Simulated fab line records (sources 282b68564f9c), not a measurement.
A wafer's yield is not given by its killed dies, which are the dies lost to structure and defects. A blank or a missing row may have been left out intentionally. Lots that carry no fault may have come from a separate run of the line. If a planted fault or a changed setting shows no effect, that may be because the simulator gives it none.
Split-lot experiment ; flow ritCmos ; on a route of 202 steps: 5 lots, 23 wafers read

SPLIT DETAILS
At RIT_SILICIDE_SPUTTER_01 (material Ti, target thk 30 nm, time 240 s), the setting timeS was moved away from the recipe's 240 s on 5 of the 23 wafers read, by -13.1% to +10.5%. For the rest of the wafers, this setting stayed at what the recipe calls for.

FROM THE SPLIT ON TO THE READING: in between, the file shows 1 step
- RIT_SILICIDE_RS_MEAS_02: measures by four-point-probe

THE READING
SILICIDE_TI_THK, in nm, at RIT_SILICIDE_THK_MEAS_03 (measures by xrf). A value of 29.6 nm with a standard deviation of 0.32 nm is what fault-free wafers of this fab line usually give.

wafer;tool, chamber at the split;timeS as run, s;against the recipe;SILICIDE_TI_THK, nm;against lot-mates on the recipe
L074.1;pvdSputter-03, -;240;recipe;29.6;-
L074.2;pvdSputter-03, -;240;recipe;29.3;-
L074.3;pvdSputter-03, -;240;recipe;29.7;-
L074.4;pvdSputter-03, -;240;recipe;29.7;-
L074.5;pvdSputter-03, -;240;recipe;30.0;-
L080.1;pvdSputter-03, -;240;recipe;29.6;-
L080.2;pvdSputter-03, -;240;recipe;29.5;-
L080.4;pvdSputter-03, -;208.5;-13.1%;25.4;-4.1
L080.5;pvdSputter-03, -;208.5;-13.1%;25.7;-3.8
L080.6;pvdSputter-03, -;240;recipe;29.5;-
L081.1;pvdSputter-04, -;265.3;+10.5%;32.4;+2.9
L081.2;pvdSputter-04, -;240;recipe;29.2;-
L081.3;pvdSputter-04, -;265.3;+10.5%;32.5;+3.0
L081.4;pvdSputter-04, -;240;recipe;29.8;-
L081.5;pvdSputter-04, -;265.3;+10.5%;32.4;+2.9
L082.1;pvdSputter-03, -;240;recipe;29.8;-
L082.3;pvdSputter-03, -;240;recipe;29.8;-
L082.6;pvdSputter-03, -;240;recipe;29.8;-
L085.1;pvdSputter-04, -;240;recipe;29.7;-
L085.3;pvdSputter-04, -;240;recipe;29.1;-
L085.4;pvdSputter-04, -;240;recipe;29.2;-
L085.5;pvdSputter-04, -;240;recipe;29.1;-
L085.6;pvdSputter-04, -;240;recipe;29.7;-

THE FIT
A straight line over all 23 wafers: SILICIDE_TI_THK changes by +0.29 nm for each +1% of timeS; r = +0.99; the points scatter about the line by 0.26 nm.
The same after taking each lot's own level away (the mean of its wafers on the recipe; 23 wafers): +0.291 nm for each +1%; r = +0.99; scatter 0.21 nm.
According to that fit, moving timeS by its largest amount changes the reading by 3.8 nm.
The span of the lots' own levels, 29.36 to 29.80 nm, comes to 1.4 times the standard deviation stated above.
The two slopes are in agreement: the lot-to-lot level therefore moves the slope only a little.
Check: with one of the wafers moved furthest among these (-13.1%) left out of the fit, the line predicts -3.73 nm for it against its lot-mates. Against them it came out at -4.13 nm.

OTHER SPLITS ON THESE WAFERS
These wafers also went through other splits before the reading. Each is held against what the fit with the lots' levels taken away leaves over:
other split on the same wafers;wafers away from the commonest value;r with SILICIDE_TI_THK (lot level and that fit taken away)
RIT_PSD_IMPLANT_08 doseCm2;10;-0.42

THE WHOLE CHAIN: every reading that the file lists as answering this split, in the file's order
step;what it does;reading;change (the file's fit);r (the file's)
RIT_SILICIDE_SPUTTER_01;material Ti, target thk 30 nm, time 240 s;Ti_of_SILICIDE_SPUTTER_01.thkNm (the simulator's own value, which no gauge read);+0.296 nm for each +1% of the setting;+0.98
RIT_SILICIDE_RS_MEAS_02;measures by four-point-probe;SILICIDE_TI_RS;-0.649 for each +1% of the setting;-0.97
RIT_SILICIDE_THK_MEAS_03;measures by xrf;SILICIDE_TI_THK;+0.293 for each +1% of the setting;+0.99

FILE'S OWN FIT
SILICIDE_TI_THK changes by +0.293 nm for each +1% of timeS, r = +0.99.
